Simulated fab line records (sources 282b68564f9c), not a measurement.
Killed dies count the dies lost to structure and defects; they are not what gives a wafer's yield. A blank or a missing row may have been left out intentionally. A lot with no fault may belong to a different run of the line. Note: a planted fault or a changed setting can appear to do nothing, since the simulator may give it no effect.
Problem report in the 8D (eight disciplines) form, filled by code | flow rit cmos | the parts of the form that need people (team, actions taken, sign-off) are left out

## 1. WHAT WENT WRONG
Across 9 wafers from 3 lots, NWELL_OVL at RIT_NWELL_OVL_MEAS_06 averages -300.5 nm, while fault-free wafers read -0.5 nm with a standard deviation of 1.5. So: -99 or more standard deviations from the usual mean.
Earliest sighting: wafer L696.2 on overlay-01 at day 5 09:23. Wafers with a number at this step in the record: 45, from 15 lots. The rule behind "out" and "out of limits": a value lying over 4 standard deviations away from the usual mean. Any other wafer with a number is counted as sound.

## 2. WHAT IT IS, WHAT IT ISN'T
question                    | is                     | is not
which readings at this step | NWELL_OVL              | -
which lots                  | L696, L697, L698       | L679, L680, L681, L682, L683, L684, L686, L688, L689, L692, L695, L702
which wafers of those lots  | all that have a number | -
read on which gauges        | overlay-01, overlay-02 | -
when                        | from day 5 09:23       | up to then (33 sound wafers); but 3 sound wafers of L702 came after

## 3. WHAT RULES OUT EACH SUSPECT
Counting: any tool at a process step up to the reading is kept as a suspect provided that every lot that is out went through it and no sound lot did after the first of them.
- the gauge at RIT_NWELL_OVL_MEAS_06 has been ruled out. 2 gauges (overlay-01, overlay-02) read the wafers that are out.
- iline stepper-01 at RIT_NWELL_EXPOSE_03 (exposes mask M2, target cd 43900 nm): kept. Every lot that is out went through it, starting with L696 (day 5 08:56), and after that it ran no sound lot; the last sound lot it ran before then is L692 (day 4 14:38).
After counting, what remains is iline stepper-01 at RIT_NWELL_EXPOSE_03.

## 4. THE CAUSE (what the simulator had put in)
Scanner matching overlay: iline stepper-01, from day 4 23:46 on, at RIT_NWELL_EXPOSE_03. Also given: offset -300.
After counting, this tool was the only one left.

## 5. THE EFFECT CHAIN, in route order
One row per reading whose mean, taken over the struck wafers that have a number, lies over 3 standard deviations from the usual. Only readings for which the record gives a usual standard deviation are gone through. hours: the time from each lot's start at the first step in this table that gives one to its start at this step, as a median over the lots. sigmas: the change in usual standard deviations.
hours | step                  | reading   | usual   | on struck wafers | change | sigmas
0     | RIT_NWELL_OVL_MEAS_06 | NWELL_OVL | -0.5 nm | -300.5           | -300.0 | -99 or more

## 6. WHAT WOULD HAVE CAUGHT IT SOONER
10 hours passed between the start of the fault at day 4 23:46 and the first reading out of limits at a measuring or inspecting step in this record, taken at day 5 09:23.
No tool reading at RIT_NWELL_EXPOSE_03 that has a usual standard deviation in the record was out on any struck wafer, so an alarm limit of 4 standard deviations on those readings would not have fired.
L697, L698, from the lots that are out (3), started RIT_NWELL_EXPOSE_03 on iline stepper-01 later than day 5 09:23. A hold on the tool at that time would have spared those 2.
